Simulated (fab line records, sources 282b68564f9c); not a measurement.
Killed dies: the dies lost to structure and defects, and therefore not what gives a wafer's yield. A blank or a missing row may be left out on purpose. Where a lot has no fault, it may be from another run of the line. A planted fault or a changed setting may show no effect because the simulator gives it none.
fab line records -- flow rit_cmos
record lots=6, wafers=18, last_day=7
route steps=202 shown PRETRO@69 GATE@75 FOX2@80
lots that met no fault: taken from a fault-free run of the same line
start_h: start of the lot's first displayed wafer, in hours after the record's first day -- wait_h: hours from the lot's prior step to this one -- " repeats the value in the row above -- L1.1+2: several wafers, shown together as one row -- - either no value or no given start -- * or withheld: withheld -- < > ~ a bound
route shown NAME@n: a module of which the file shows steps, and the number in the route of the first -- usual: average and standard deviation across the fault-free wafers -- same: alike in all rows -- chamber/n: place in a boat -- sites: each site's reading -- _std_site: the standard deviation of these -- _edge_site: inner sites' mean taken away from outer sites' mean -- radius_mm: for every site, how far away it sits from the centre of the wafer -- mask NAME#n: copy n -- behind: the tool/chamber that last shaped the wafer -- hold: cause of the lot's hold/its duration in hours/its outcome -- device: transistor that didn't switch, given as n, p or np -- end of line: at the end of the route, the tests of the same wafers -- a step without rows: its recipe alone -- killed: not the wafer's yield, but the dies lost to structure and defects at the first sort -- map: shows each die of a wafer: x if killed, . if not, _ if none is there
set.NAME: the setting as run; set.NAME@STEP: as run at that earlier step -- model.NAME: the simulator's own value behind a step, which no gauge read
lots seen at some steps along the route; tables by step, rows by wafer
services: the hour from which a tool's chamber was out of use, counted from the record's first day as start_h (under 0 if before that day), plus the number of hours and why
## steps
# step RIT_PRETRO_DEVELOP_05
# recipe resist=NOVOLAK, develop_time_s=68, dev_temp_c=23
# step RIT_PRETRO_OVL_MEAS_06
# usual PRETRO_OVL=0.0/1.3
lot.wafer,tool,chamber,start_h,wait_h,PRETRO_OVL[nm]
L811.2,overlay-02,-,71.06,-,1.8
L811.5,overlay-02,-,71.06,-,1.5
L811.6,overlay-02,-,71.06,-,0.7
L813.2,overlay-02,-,81.38,-,-0.9
L813.3,overlay-02,-,81.38,-,-1.0
L813.4,overlay-02,-,81.38,-,-0.3
L814.1,overlay-01,-,86.06,-,0.2
L814.4,overlay-01,-,86.06,-,-1.2
L814.6,overlay-01,-,86.06,-,-0.8
L817.1,overlay-01,-,100.42,-,-1.1
L817.5,overlay-01,-,100.42,-,-0.9
L817.6,overlay-01,-,100.42,-,-0.9
L820.1,overlay-01,-,118.76,-,-1.2
L820.3,overlay-01,-,118.76,-,0.7
L820.5,overlay-01,-,118.76,-,1.0
L824.2,overlay-02,-,135.71,-,-1.4
L824.4,overlay-02,-,135.71,-,-1.0
L824.5,overlay-02,-,135.71,-,0.5
# step RIT_PRETRO_HARDBAKE_07
# recipe resist=NOVOLAK, temp_c=140, time_s=120
# step RIT_PRETRO_IMPLANT_08
# recipe species=B, energy_kev=45, dose_cm2=1.221e+13, tilt_deg=7
# step RIT_PRETRO_STRIP_09
# recipe chemistry=O2, time_s=180, resist=NOVOLAK, platen_temp_c=withheld, power_w=500, pressure_mtorr=4000, o2_flow_sccm=4000
# usual drypump_motor_current_A=5.9/0.32
# same time_s=180
lot.wafer,tool,chamber,start_h,wait_h,drypump_motor_current_A,rf_hours_counter_h
L811.2,plasma_asher-02,0,71.49,0.1,5.9,45
L811.5,plasma_asher-02,1,71.49,0.1,6.0,-
L811.6,plasma_asher-02,0,71.49,0.1,6.0,-
L813.2,plasma_asher-01,1,81.81,0.1,5.3,41
L813.3,plasma_asher-01,1,81.81,0.1,5.2,-
L813.4,plasma_asher-01,0,81.81,0.1,6.2,-
L814.1,plasma_asher-02,0,86.49,0.1,6.0,46
L814.4,plasma_asher-02,0,86.49,0.1,6.0,-
L814.6,plasma_asher-02,0,86.49,0.1,6.0,-
L817.1,plasma_asher-01,0,100.86,0.1,6.2,43
L817.5,plasma_asher-01,1,100.86,0.1,5.2,-
L817.6,plasma_asher-01,0,100.86,0.1,6.2,-
L820.1,plasma_asher-01,1,119.20,0.1,5.2,0
L820.3,plasma_asher-01,1,119.20,0.1,5.2,-
L820.5,plasma_asher-01,1,119.20,0.1,5.2,-
L824.2,plasma_asher-02,1,136.14,0.1,6.1,52
L824.4,plasma_asher-02,0,136.14,0.1,6.0,-
L824.5,plasma_asher-02,0,136.14,0.1,6.0,-
# step RIT_PRETRO_TW_MEAS_10
# usual PRETRO_TW=480/4.2
lot.wafer,tool,chamber,start_h,wait_h,PRETRO_TW
L811.2,film_metro-04,-,71.67,0.1,482
L811.5,film_metro-04,-,71.67,0.1,485
L811.6,film_metro-04,-,71.67,0.1,483
L813.2,film_metro-04,-,81.99,0.1,484
L813.3,film_metro-04,-,81.99,0.1,483
L813.4,film_metro-04,-,81.99,0.1,484
L814.1,film_metro-04,-,86.67,0.1,482
L814.4,film_metro-04,-,86.67,0.1,483
L814.6,film_metro-04,-,86.67,0.1,483
L817.1,film_metro-04,-,101.04,0.1,486
L817.5,film_metro-04,-,101.04,0.1,485
L817.6,film_metro-04,-,101.04,0.1,486
L820.1,film_metro-02,-,119.37,0.1,473
L820.3,film_metro-02,-,119.37,0.1,474
L820.5,film_metro-02,-,119.37,0.1,473
L824.2,film_metro-03,-,136.33,0.1,480
L824.4,film_metro-03,-,136.33,0.1,482
L824.5,film_metro-03,-,136.33,0.1,479
# step RIT_GATE_WET_ETCH_00
# recipe chemistry=BOE, target=SiO2, target_depth_nm=56, time_s=60, dry=n2_spin, dilution=10:1, temp_c=21.5
# step RIT_GATE_CLEAN_01
# recipe chemistry=SC1, mix=3:3:50, time_s=600, temp_c=75
# step RIT_GATE_CLEAN_02
# recipe chemistry=dHF, dilution=50:1, time_s=30
# step RIT_GATE_CLEAN_03
# recipe chemistry=SC2, mix=3:3:50, time_s=600, temp_c=75, dry=n2_spin
# step RIT_GATE_CLEAN_04
# recipe chemistry=dHF, dilution=50:1, time_s=60, dry=n2_spin
# step RIT_FOX2_THK_MEAS_91
# recipe reads=SiO2_of_FOX2_OXIDATION_00
# usual FIELD_OXIDE_LEFT_2_THK=266/5.7
lot.wafer,tool,chamber,start_h,wait_h,FIELD_OXIDE_LEFT_2_THK[nm]
L811.2,film_metro-04,-,72.17,0.0,270
L811.5,film_metro-04,-,72.17,0.0,265
L811.6,film_metro-04,-,72.17,0.0,267
L813.2,film_metro-04,-,82.49,0.0,266
L813.3,film_metro-04,-,82.49,0.0,267
L813.4,film_metro-04,-,82.49,0.0,260
L814.1,film_metro-04,-,87.15,0.0,265
L814.4,film_metro-04,-,87.15,0.0,261
L814.6,film_metro-04,-,87.15,0.0,261
L817.1,film_metro-01,-,101.53,0.0,269
L817.5,film_metro-01,-,101.53,0.0,269
L817.6,film_metro-01,-,101.53,0.0,267
L820.1,film_metro-04,-,119.87,0.0,273
L820.3,film_metro-04,-,119.87,0.0,277
L820.5,film_metro-04,-,119.87,0.0,277
L824.2,film_metro-04,-,136.84,0.0,269
L824.4,film_metro-04,-,136.84,0.0,267
L824.5,film_metro-04,-,136.84,0.0,273
# step RIT_GATE_OXIDATION_05
# recipe temp_c=900, ambient=O2, target_thk_a=30, ox_time_s=270
# usual ox_temp_c=900.0/0.39, ox_temp_c_max=904.0/1.6
lot.wafer,tool,chamber,start_h,wait_h,ox_temp_c,ox_temp_c_max
L811.2,furnace-02,0,72.22,0.0,900.8,903.0
L811.5,furnace-02,0,72.22,0.0,900.7,902.8
L811.6,furnace-02,0,72.22,0.0,901.0,903.2
L813.2,furnace-02,-,82.54,0.0,-,-
L813.3,furnace-02,-,82.54,0.0,-,-
L813.4,furnace-02,-,82.54,0.0,-,-
L814.1,furnace-01,-,87.21,0.1,-,-
L814.4,furnace-01,-,87.21,0.1,-,-
L814.6,furnace-01,-,87.21,0.1,-,-
L817.1,furnace-03,0,101.79,0.2,899.8,903.4
L817.5,furnace-03,0,101.79,0.2,899.9,903.1
L817.6,furnace-03,0,101.79,0.2,899.5,903.2
L820.1,furnace-03,0,119.93,0.1,900.5,905.2
L820.3,furnace-03,0,119.93,0.1,899.5,903.3
L820.5,furnace-03,0,119.93,0.1,900.0,903.4
L824.2,furnace-01,0,136.89,0.0,900.2,909.1
L824.4,furnace-01,0,136.89,0.0,900.0,906.5
L824.5,furnace-01,0,136.89,0.0,900.4,907.6
# step RIT_GATE_ANNEAL_06
# recipe temp_c=900, time_s=600, ambient=N2O
# step RIT_GATE_CVD_08
# recipe material=poly-Si, target_thk_nm=250, temp_c=610, precursor=SiH4, time_s=2220, pressure_mtorr=300, sih4_flow_sccm=100
## services
tool,chamber,start_h,hours,kind
furnace-02,-,78.14,4.1,pm
plasma_asher-01,-,108.75,9.0,pm
plasma_asher-01,0,108.75,9.0,vent_cycle
plasma_asher-01,1,108.75,9.0,vent_cycle
plasma_asher-01,0,117.75,-,clean
plasma_asher-01,1,117.75,-,clean
## key
first_sign step=RIT_GATE_OXIDATION_05, reading=tool_record, direction=missing
effect none on later readings
met_at RIT_GATE_OXIDATION_05
struck_wafers L813.2,L813.3,L813.4,L814.1,L814.4,L814.6
later_rows_left_out L813.2,L813.3,L813.4,L814.1,L814.4,L814.6
sort_left_out L813.2,L813.3,L813.4,L814.1,L814.4,L814.6
tester_left_out L813,L814
onset_between 72.22 82.54
fault kind=skipped_step_whole, tool=furnace-01,furnace-02, chamber=-, onset_h=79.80, steps=RIT_GATE_OXIDATION_05, scope=struck_lots_only
# tester_left_out: of these lots the tester's yield and bins aren't shown, on N5 and GAA mostly nor the transistor test; their killed dies are dies lost to structure and defects alone, not to doping, threshold or leakage, so they don't give the yield
# sort_left_out: the simulated sort isn't trusted on such a fault, so these wafers' sort isn't shown, and their yield isn't known
# later_rows_left_out: the simulator's readings of these wafers behind a module that went badly wrong aren't trusted and aren't shown, but for the sort
